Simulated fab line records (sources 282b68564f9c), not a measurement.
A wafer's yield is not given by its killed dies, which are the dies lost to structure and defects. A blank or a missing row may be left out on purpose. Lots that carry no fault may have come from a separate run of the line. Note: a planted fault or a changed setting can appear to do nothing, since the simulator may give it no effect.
8D (eight disciplines) problem report, filled in by code    flow rit_cmos    the parts of the form that need people (team, actions taken, sign-off) are left out

== 1. THE ISSUE ==
NLDD_OVL at RIT_NLDD_OVL_MEAS_06 reads a mean of -180.9 nm on 9 wafers of 3 lots; wafers without a fault read -1.2 nm with a standard deviation of 1.4. That is -99 or more standard deviations from the usual mean.
Earliest sighting: wafer L896.1 on overlay-02 at day 4 23:45. Wafers with a number at this step in the record: 45, from 15 lots. Rule for "out" (also "out of limits"): further than 4 standard deviations from the usual mean. All remaining wafers that have a number are taken as sound.

== 2. WHAT IT IS, AND WHAT IT ISN'T ==
question                     is                      is not
which readings at this step  NLDD_OVL                -
which lots                   L896, L900, L901        L886, L887, L888, L890, L891, L892, L893, L897, L904, L905, L906, L908
which wafers of those lots   all that have a number  -
read on which gauges         overlay-01, overlay-02  -
when                         from day 4 23:45        up to then (21 sound wafers); but 15 sound wafers of L897, L904, L905, L906, L908 came after

== 3. WHAT RULES OUT EACH SUSPECT ==
Counting: a tool stays on the suspect list if, at a process step up to the reading, it processed all lots that are out and no sound lot following the first of them.
- ruled out: the gauge at RIT_NLDD_OVL_MEAS_06. 2 gauges (overlay-01, overlay-02) read the wafers that are out.
- iline_stepper-01 at RIT_NLDD_EXPOSE_03 (exposes mask M7, target cd 40700 nm): kept. All lots that are out passed through it, beginning with L896 at day 4 23:21, and no sound lot followed; its final sound lot before that point was L892 at day 4 05:25.
Remaining after the count: iline_stepper-01 at RIT_NLDD_EXPOSE_03.

== 4. THE CAUSE (what the simulator had put in) ==
Scanner matching overlay: iline_stepper-01, from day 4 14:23 on, at RIT_NLDD_EXPOSE_03. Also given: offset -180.
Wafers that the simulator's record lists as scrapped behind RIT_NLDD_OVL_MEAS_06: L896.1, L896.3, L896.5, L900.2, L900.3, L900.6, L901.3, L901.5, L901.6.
The count eliminated every tool but this one.

== 5. SEQUENCE OF EFFECTS, ordered by route ==
Rows list readings where the struck wafers' mean (over those with a number) sits beyond 3 standard deviations from the usual. Only readings for which the record gives a usual standard deviation are gone through. hours: the time from each lot's start at the first step in this table that gives one to its start at this step, as a median over the lots. sigmas: the change in usual standard deviations.
hours  step                  reading   usual    on struck wafers  change  sigmas
0      RIT_NLDD_OVL_MEAS_06  NLDD_OVL  -1.2 nm  -180.9            -179.7  -99 or more

== 6. WHAT WOULD HAVE CAUGHT IT SOONER ==
Counted from the fault's start at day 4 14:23, it took 9 hours until the first out-of-limits reading at a measuring or inspecting step in this record, taken at day 4 23:45.
Among the 3 lots that are out, L900, L901 began RIT_NLDD_EXPOSE_03 on iline_stepper-01 after day 4 23:45. A hold on the tool at that time would have spared those 2.
